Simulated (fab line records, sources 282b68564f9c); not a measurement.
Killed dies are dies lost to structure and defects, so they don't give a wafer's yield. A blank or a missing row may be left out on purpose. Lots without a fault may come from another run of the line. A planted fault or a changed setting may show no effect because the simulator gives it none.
Split-lot experiment | flow rit_cmos | 5 lots, 23 wafers read, on a route of 202 steps

THE SPLIT
At RIT_CONTACT_ETCH_11 (etches SiO2 in CHF3/CF4/Ar, stops on TiSi2, target depth 480 nm, time 320 s), the setting time_s was moved away from the recipe's 320 s on 11 of the 23 wafers read, by -14.0% to +13.4%. The other wafers ran this setting at the recipe's value.

The reading is taken at the split's own step.

THE READING
NOVOLAK_of_CONTACT_COAT_03.thk_nm (the simulator's own value, which no gauge read), in nm, at RIT_CONTACT_ETCH_11 (etches SiO2 in CHF3/CF4/Ar, stops on TiSi2, target depth 480 nm, time 320 s). The file gives no usual value for it. The 12 wafers here that ran the recipe average 770.0 nm, standard deviation 3.5 nm.

wafer  | tool, chamber at the split | time_s as run, s | against the recipe | NOVOLAK_of_CONTACT_COAT_03.thk_nm, nm | against lot-mates on the recipe
L078.1 | rie_diel-01, 1             | 320              | recipe             | 777.1                                 | -
L078.3 | rie_diel-01, 2             | 320              | recipe             | 765.2                                 | -
L078.5 | rie_diel-01, 0             | 320              | recipe             | 770.9                                 | -
L079.1 | rie_diel-04, 0             | 275.1            | -14.0%             | 785.3                                 | +14.2
L079.3 | rie_diel-04, 2             | 275.1            | -14.0%             | 785                                   | +14.0
L079.4 | rie_diel-04, 1             | 320              | recipe             | 771.7                                 | -
L079.5 | rie_diel-04, 2             | 320              | recipe             | 770.4                                 | -
L079.6 | rie_diel-04, 3             | 275.1            | -14.0%             | 786.2                                 | +15.2
L080.1 | rie_diel-04, 1             | 339.8            | +6.2%              | 759.3                                 | -6.8
L080.3 | rie_diel-04, 2             | 339.8            | +6.2%              | 762.9                                 | -3.1
L080.4 | rie_diel-04, 0             | 339.8            | +6.2%              | 760.4                                 | -5.6
L080.5 | rie_diel-04, 1             | 320              | recipe             | 765.5                                 | -
L080.6 | rie_diel-04, 0             | 320              | recipe             | 766.6                                 | -
L082.1 | rie_diel-04, 0             | 363              | +13.4%             | 748.8                                 | -19.6
L082.2 | rie_diel-04, 2             | 320              | recipe             | 768.6                                 | -
L082.4 | rie_diel-04, 3             | 320              | recipe             | 769.2                                 | -
L082.5 | rie_diel-04, 3             | 320              | recipe             | 767.3                                 | -
L082.6 | rie_diel-04, 2             | 363              | +13.4%             | 755.3                                 | -13.1
L084.1 | rie_diel-03, 3             | 348.9            | +9.0%              | 758.8                                 | -15.1
L084.3 | rie_diel-03, 0             | 320              | recipe             | 773.5                                 | -
L084.4 | rie_diel-03, 1             | 348.9            | +9.0%              | 759.4                                 | -14.5
L084.5 | rie_diel-03, 3             | 348.9            | +9.0%              | 757.5                                 | -16.4
L084.6 | rie_diel-03, 0             | 320              | recipe             | 774.3                                 | -

THE FIT
A straight line over all 23 wafers: NOVOLAK_of_CONTACT_COAT_03.thk_nm changes by -1.22 nm for each +1% of time_s; r = -0.95; the points scatter about the line by 3 nm.
The same after taking each lot's own level away (the mean of its wafers on the recipe; 23 wafers): -1.17 nm for each +1%; r = -0.95; scatter 3 nm.
On that fit, the largest move of time_s shifts the reading by 16 nm.
The lots' own levels span 766.05 to 773.90 nm, that is 2.2 times the standard deviation above.
So the lot-to-lot level changes the slope little: the two slopes agree.
Check: with one of the wafers moved furthest among these (-14.0%) left out of the fit, the line predicts +16.3 nm for it against its lot-mates. It came out at +14.2 nm against them.

OTHER SPLITS ON THESE WAFERS
These wafers also went through other splits before the reading. Each is held against what the fit with the lots' levels taken away leaves over:
other split on the same wafers        | wafers away from the commonest value | r with NOVOLAK_of_CONTACT_COAT_03.thk_nm (lot level and that fit taken away)
RIT_GATE_SOFTBAKE_12 time_s           | 8                                    | +0.24
RIT_NLDD_IMPLANT_08 energy_kev        | 8                                    | -0.10
RIT_NSD_SOFTBAKE_02 temp_c            | 6                                    | +0.01
RIT_PSD_IMPLANT_08 energy_kev         | 8                                    | +0.25
RIT_SILICIDE_WET_ETCH_00 time_s       | 15                                   | +0.00
RIT_SILICIDE_SPUTTER_01 power_w       | 11                                   | +0.23
RIT_CONTACT_DEVELOP_07 develop_time_s | 10                                   | +0.12

THE FILE'S OWN FIT
NOVOLAK_of_CONTACT_COAT_03.thk_nm changes by -1.19 nm for each +1% of time_s, r = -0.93.
